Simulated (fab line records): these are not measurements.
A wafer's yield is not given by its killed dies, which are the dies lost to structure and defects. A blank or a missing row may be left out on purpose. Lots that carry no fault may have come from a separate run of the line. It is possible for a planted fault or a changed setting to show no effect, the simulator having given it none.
Code-filled problem report in 8D (eight disciplines) form	flow berkeley cmos170	the parts of the form that need people (team, actions taken, sign-off) are left out

## 1. THE ISSUE
Mean of chamber pressure mTorr at UCB170_CONTACT_ETCH_17: 36.004 mTorr across 6 wafers in 2 lots; on wafers with no fault it is 30.000 mTorr (standard deviation 0.026). So: +99 or more standard deviations from the usual mean.
The step: etches BARC in N2/H2.
First observed at day 9 03:13: wafer L659.2, on rie diel-01. Wafers with a number at this step in the record: 42, from 14 lots. By rule, "out" or "out of limits" means more than 4 standard deviations away from the usual mean. All remaining wafers that have a number are taken as sound.

## 2. WHAT IT IS, WHAT IT ISN'T
question	is	is not
which readings at this step	chamber pressure mTorr	drypump motor current A, oes product au
which lots	L659, L663	L651, L652, L653, L654, L655, L665, L667, L668, L670, L671, L672, L673
which wafers of those lots	all that have a number	-
read on which tools	rie diel-01	rie diel-02, rie diel-03
when	from day 9 03:13	up to then (15 sound wafers); but 21 sound wafers of L665, L667, L668, L670, L671, L672, L673 came after

## 3. THE SUSPECTS, EACH WITH WHAT RULES IT OUT
Counting: a tool at any process step up to the reading remains a suspect when it ran all the lots that are out and ran no sound lot after the first of those.
- rie diel-01 at UCB170_CONTACT_ETCH_17 (etches BARC in N2/H2): kept. Every lot that is out went through it, starting with L659 (day 9 03:13), and after that it ran no sound lot; the last sound lot it ran before then is L654 (day 7 14:38). On those wafers its own readings are out: chamber pressure mTorr.
Remaining after the count: rie diel-01 at UCB170_CONTACT_ETCH_17.

## 4. THE CAUSE (what the simulator had put in)
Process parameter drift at UCB170_CONTACT_ETCH_17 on rie diel-01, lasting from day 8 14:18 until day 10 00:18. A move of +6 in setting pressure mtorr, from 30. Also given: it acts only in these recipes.
After counting, this tool was the only one left.

## 5. THE CHAIN OF EFFECTS, in route order
Rows list readings where the struck wafers' mean (over those with a number) sits beyond 3 standard deviations from the usual. Only readings whose record carries a usual standard deviation are examined. hours: median over the lots of the time between each lot's start at the first step of this table that gives one and its start at this step. sigmas: the change, counted in usual standard deviations.
hours	step	reading	usual	on struck wafers	change	sigmas
0	UCB170_CONTACT_ETCH_17	chamber pressure mTorr	30.000 mTorr	36.004	+6.004	+99 or more
The process steps in it:
- UCB170_CONTACT_ETCH_17: etches BARC in N2/H2.

## 6. HOW IT WOULD HAVE BEEN CAUGHT EARLIER
The fault began at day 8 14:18; the first out-of-limits reading in this record came at day 9 03:13, 13 hours later.
